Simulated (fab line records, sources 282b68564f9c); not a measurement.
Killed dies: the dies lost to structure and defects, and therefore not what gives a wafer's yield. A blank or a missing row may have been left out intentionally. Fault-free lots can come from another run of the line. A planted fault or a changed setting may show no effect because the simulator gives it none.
fab line records	flow rit_cmos
record lots=14	wafers=42	last_day=7
route steps=202 shown SPACER@128 M1@202
lots with no fault: from the same line, run without faults
start_h: hours from the record's opening day to when the first of the lot's shown wafers began	wait_h: time in hours since the lot's previous step	" the same as in the row above	L1.1+2: several wafers, shown together as one row	- value missing, or start not given	* or withheld: withheld	< > ~ a bound
route shown NAME@n: NAME is a module with steps in the file, n the number in the route of the first one	usual: mean/standard deviation taken from wafers without a fault	same: alike in all rows	chamber/n: place in a boat	sites: readings site by site	_std_site: standard deviation of those values	_edge_site: the outer-site mean with the inner-site mean subtracted	radius_mm: how far each site lies from the wafer's centre	mask NAME#n: copy n	behind: tool/chamber where the wafer was last shaped	hold: reason for holding the lot/hours on hold/outcome of the hold	device: names the non-switching transistor (n, p or np)	end of line: at the end of the route, the tests of the same wafers	a step given without rows: its recipe and nothing more	killed: not the wafer's yield, but the dies lost to structure and defects at the first sort	map: a wafer's dies, x killed, . not, _ none there
set.NAME: the setting the step ran with; set.NAME@STEP: the setting that earlier step ran with	model.NAME: the simulator's own value behind a step, which no gauge read
the route's steps for a sample of lots (tables are steps, rows are wafers)
## steps
# step RIT_SPACER_CVD_03
# recipe material=Si3N4	target_thk_nm=250	temp_c=810	precursor=SiH2Cl2/NH3	time_s=3232	pressure_mtorr=300	sih2cl2_flow_sccm=60	nh3_flow_sccm=150
# usual pressure_mtorr=299.7/0.61	spike_tc_load_C=832.1/2.5	spike_tc_source_C=832.9/1.7
lot.wafer	tool	chamber	start_h	wait_h	pressure_mtorr	spike_tc_load_C	spike_tc_source_C
L766.1	lpcvd-02	1	54.92	0.0	298.6	834.6	828.6
L766.4	"	1	"	"	300.1	834.4	830.8
L766.5	"	1	"	"	298.5	836.2	830.9
L767.1	lpcvd-01	1	55.64	0.4	300.0	830.9	833.2
L767.3	"	1	"	"	300.0	828.3	832.7
L767.6	"	1	"	"	300.6	829.5	833.5
L768.3	lpcvd-01	0	60.73	0.1	299.1	832.6	835.5
L768.4	"	0	"	"	299.7	831.2	834.3
L768.5	"	0	"	"	299.3	830.8	832.4
L769.2	lpcvd-01	0	68.79	0.0	299.7	831.0	834.2
L769.5	"	0	"	"	299.0	833.1	833.2
L769.6	"	0	"	"	299.0	832.5	834.3
L770.1	lpcvd-02	1	72.47	0.0	300.4	835.1	829.5
L770.2	"	1	"	"	300.0	836.5	831.4
L770.3	"	1	"	"	299.5	836.8	831.1
L773.3	lpcvd-01	0	87.74	0.0	299.8	831.2	834.0
L773.5	"	0	"	"	299.8	831.9	833.2
L773.6	"	0	"	"	299.4	830.7	832.1
L774.1	lpcvd-02	1	89.10	1.1	299.7	835.6	830.2
L774.2	"	1	"	"	300.4	833.2	829.9
L774.3	"	1	"	"	299.5	835.1	831.9
L775.4	lpcvd-02	1	100.14	0.0	300.8	836.0	830.2
L775.5	"	1	"	"	299.9	835.0	833.2
L775.6	"	1	"	"	299.6	834.1	830.2
L777.1	lpcvd-01	1	102.45	0.0	299.4	827.8	833.7
L777.3	"	1	"	"	298.9	829.5	833.1
L777.4	"	1	"	"	299.4	828.1	832.6
L778.1	lpcvd-01	1	114.88	0.0	300.3	829.9	831.0
L778.2	"	1	"	"	300.1	829.4	831.7
L778.6	"	1	"	"	299.6	828.6	831.7
L781.1	lpcvd-01	0	130.66	0.0	300.2	831.2	834.5
L781.4	"	0	"	"	299.6	831.0	834.0
L781.5	"	0	"	"	299.9	830.4	835.1
L783.3	lpcvd-02	1	138.45	0.0	299.4	836.1	831.8
L783.4	"	1	"	"	300.0	835.7	833.0
L783.5	"	1	"	"	300.1	836.6	831.5
L785.1	lpcvd-01	1	144.94	0.0	299.0	829.8	832.3
L785.3	"	1	"	"	298.9	827.9	833.4
L785.5	"	1	"	"	299.3	829.3	833.0
L786.1	lpcvd-02	0	149.94	0.0	298.2	833.6	834.1
L786.5	"	0	"	"	299.7	833.5	833.5
L786.6	"	0	"	"	299.6	832.0	833.2
# step RIT_SPACER_THK_MEAS_04
# recipe reads=Si3N4_of_SPACER_CVD_03
# usual SPACER_NITRIDE_THK=244.1/2.1
lot.wafer	tool	chamber	start_h	wait_h	hold	SPACER_NITRIDE_THK[nm]
L766.1	film_metro-02	-	56.84	0.0	-	244.4
L766.4	"	-	"	"	-	246.5
L766.5	"	-	"	"	-	246.4
L767.1	film_metro-02	-	58.52	0.0	-	244.0
L767.3	"	-	"	"	-	244.5
L767.6	"	-	"	"	-	243.0
L768.3	film_metro-01	-	62.67	0.0	-	241.3
L768.4	"	-	"	"	-	243.2
L768.5	"	-	"	"	-	243.9
L769.2	film_metro-03	-	70.71	0.0	-	243.2
L769.5	"	-	"	"	-	245.0
L769.6	"	-	"	"	-	249.3
L770.1	film_metro-03	-	74.38	0.0	-	244.5
L770.2	"	-	"	"	-	242.2
L770.3	"	-	"	"	-	242.6
L773.3	film_metro-01	-	89.67	0.0	-	241.3
L773.5	"	-	"	"	-	243.6
L773.6	"	-	"	"	-	241.2
L774.1	film_metro-03	-	91.02	0.0	-	246.7
L774.2	"	-	"	"	-	248.5
L774.3	"	-	"	"	-	247.3
L775.4	film_metro-03	-	102.09	0.0	-	244.6
L775.5	"	-	"	"	-	243.2
L775.6	"	-	"	"	-	243.1
L777.1	film_metro-03	-	105.32	0.0	-	247.2
L777.3	"	-	"	"	-	248.2
L777.4	"	-	"	"	-	246.0
L778.1	film_metro-01	-	116.79	0.0	-	247.5
L778.2	"	-	"	"	-	248.0
L778.6	"	-	"	"	-	248.9
L781.1	film_metro-03	-	132.58	0.0	-	242.3
L781.4	"	-	"	"	-	241.1
L781.5	"	-	"	"	-	242.1
L783.3	film_metro-02	-	140.39	0.0	await_dispo/0.2h/release	404.2
L783.4	"	-	"	"	await_dispo/0.2h/release	404.2
L783.5	"	-	"	"	await_dispo/0.2h/release	403.8
L783.3	film_metro-02	-	140.61	0.2	-	404.0
L783.4	"	-	"	"	-	404.3
L783.5	"	-	"	"	-	404.0
L785.1	film_metro-02	-	146.86	0.0	-	243.4
L785.3	"	-	"	"	-	244.8
L785.5	"	-	"	"	-	243.9
L786.1	film_metro-03	-	151.86	0.0	await_dispo/0.2h/release	404.4
L786.5	"	-	"	"	await_dispo/0.2h/release	403.3
L786.6	"	-	"	"	await_dispo/0.2h/release	403.1
L786.1	film_metro-03	-	152.08	0.2	-	404.6
L786.5	"	-	"	"	-	403.4
L786.6	"	-	"	"	-	403.5
# step RIT_M1_PROBE_99
# usual defect_limited_yield=97.4/1.1	killed_at_M0_to_M3=0.0/0.2	killed_at_contacts=0.0/0.2	killed_at_front_end=6.8/2.9	killed_dies=6.8/2.9	killed_open=3.3/1.9	killed_short=3.5/2	sort_bin_3_pad_short=0.1/0.21	sort_bin_5_function=1.4/0.74	sort_bin_6_memory=1.1/0.67	sort_n_pass=257.2/2.9	sort_yield_pct=97.4/1.1
# same gross_dies=264	killed_at_M4_up=0	killed_at_back_side=0	killed_at_other=0
lot.wafer	tool	chamber	start_h	wait_h	defect_limited_yield[%]	killed_at_M0_to_M3	killed_at_contacts	killed_at_front_end	killed_dies	killed_open	killed_short	sort_bin_3_pad_short[%]	sort_bin_5_function[%]	sort_bin_6_memory[%]	sort_n_pass	sort_yield_pct[%]
L766.1	prober-01	-	69.60	0.1	98.5	0	0	4	4	2	2	0.4	0.8	0.4	260.0	98.5
L766.4	prober-01	-	69.75	0.2	97.3	0	0	7	7	1	6	0	1.5	1.1	257.0	97.3
L766.5	prober-01	-	69.80	0.2	97.3	0	0	7	7	2	5	0.4	1.5	0.8	257.0	97.3
L767.1	prober-02	-	71.10	0.1	97.7	0	0	6	6	3	2	0	1.1	1.1	258.0	97.7
L767.3	prober-02	-	71.20	0.2	98.9	0	0	3	3	3	0	0	0.4	0.8	261.0	98.9
L767.6	prober-02	-	71.35	0.2	98.5	0	0	4	4	1	3	0	1.1	0.4	260.0	98.5
L768.3	prober-01	-	74.02	0.2	95.5	0	0	12	12	7	5	0	1.5	3.0	252.0	95.5
L768.4	prober-01	-	74.07	0.2	97.7	0	0	6	6	1	5	0	1.9	0.4	258.0	97.7
L768.5	prober-01	-	74.12	0.2	98.5	0	0	4	4	2	2	0	1.1	0.4	260.0	98.5
L775.4	prober-02	-	117.15	0.5	97.3	0	0	7	7	2	5	0	1.5	1.1	257.0	97.3
L775.5	prober-02	-	117.20	0.5	97.0	1	0	7	8	4	4	0.4	1.5	1.1	256.0	97.0
L775.6	prober-02	-	117.25	0.6	97.0	0	0	8	8	4	4	0	1.5	1.5	256.0	97.0
L778.1	prober-01	-	129.54	0.1	96.6	0	0	9	9	4	5	0	2.7	0.8	255.0	96.6
L778.2	prober-01	-	129.59	0.1	95.8	0	0	11	11	8	3	0	2.3	1.9	253.0	95.8
L778.6	prober-01	-	129.79	0.2	97.0	0	0	8	8	4	3	0	1.1	1.9	256.0	97.0
# killed by level:class
L766.1 FOX1:geometric_particle:short=1 GATE:geometric_particle:short=1 SPACER:geometric_particle:open=1 SILICIDE:geometric_particle:open=1
L766.4 GATE:geometric_particle:short=3 FOX1:geometric_particle:short=1 GATE:geometric_particle:open=1 REOX:geometric_particle:short=1 SILICIDE:geometric_particle:short=1
L766.5 FOX1:geometric_particle:short=2 FOX2:geometric_particle:open=1 GATE:geometric_particle:short=1 REOX:geometric_particle:short=1 SPACER:geometric_particle:short=1 SILICIDE:geometric_particle:open=1
L767.1 REOX:geometric_particle:open=2 GATE:geometric_particle:short=1 GATE:geometric_particle:open=1 REOX:geometric_particle:short=1 NLDD:coat_microbubble_printed=1
L767.3 FOX2:geometric_particle:open=1 REOX:geometric_particle:open=1 SILICIDE:geometric_particle:open=1
L767.6 GATE:geometric_particle:short=3 REOX:geometric_particle:open=1
L768.3 SPACER:geometric_particle:open=3 FOX1:geometric_particle:short=2 SILICIDE:geometric_particle:open=2 FOX1:geometric_particle:open=1 GATE:geometric_particle:short=1 GATE:geometric_particle:open=1 REOX:geometric_particle:short=1 SILICIDE:geometric_particle:short=1
L768.4 SPACER:geometric_particle:short=3 SILICIDE:geometric_particle:short=2 SILICIDE:geometric_particle:open=1
L768.5 GATE:geometric_particle:short=2 GATE:geometric_particle:open=1 SILICIDE:geometric_particle:open=1
L775.4 FOX2:geometric_particle:short=2 SILICIDE:geometric_particle:open=2 FOX1:geometric_particle:short=1 GATE:geometric_particle:short=1 SILICIDE:geometric_particle:short=1
L775.5 SPACER:geometric_particle:open=2 FOX2:geometric_particle:open=1 FOX2:geometric_particle:short=1 GATE:geometric_particle:short=1 REOX:geometric_particle:open=1 REOX:geometric_particle:short=1 M1:geometric_particle:short=1
L775.6 FOX1:geometric_particle:open=3 REOX:geometric_particle:short=2 FOX1:geometric_particle:short=1 GATE:geometric_particle:short=1 REOX:geometric_particle:open=1
L778.1 GATE:geometric_particle:short=2 SILICIDE:geometric_particle:short=2 FOX2:geometric_particle:open=1 GATE:geometric_particle:open=1 REOX:geometric_particle:short=1 REOX:geometric_particle:open=1 SPACER:geometric_particle:open=1
L778.2 GATE:geometric_particle:open=5 GATE:geometric_particle:short=3 FOX1:geometric_particle:open=2 SILICIDE:geometric_particle:open=1
L778.6 SPACER:geometric_particle:open=2 FOX2:geometric_particle:open=1 FOX2:geometric_particle:short=1 GATE:geometric_particle:open=1 GATE:geometric_particle:short=1 SPACER:geometric_particle:short=1 PRETRO:coat_microbubble_printed=1
## key
first_sign step=RIT_SPACER_THK_MEAS_04	reading=visit	direction=added
effect step=RIT_SPACER_THK_MEAS_04	reading=SPACER_NITRIDE_THK	direction=up	sigmas=75	usual=244.1	struck=403.8
met_at RIT_SPACER_CVD_03
struck_lots L783,L786
scrapped_behind RIT_SPACER_THK_MEAS_04 L783.3,L783.4,L783.5,L786.1,L786.5,L786.6
onset_between 100.14 138.45
fault kind=process_parameter_drift	tool=lpcvd-02	chamber=-	onset_h=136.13	steps=RIT_SPACER_CVD_03	channel=target_thk_nm	offset=162.8	shape=step	end_h=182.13	acts_in=these_recipes_only	stated=250
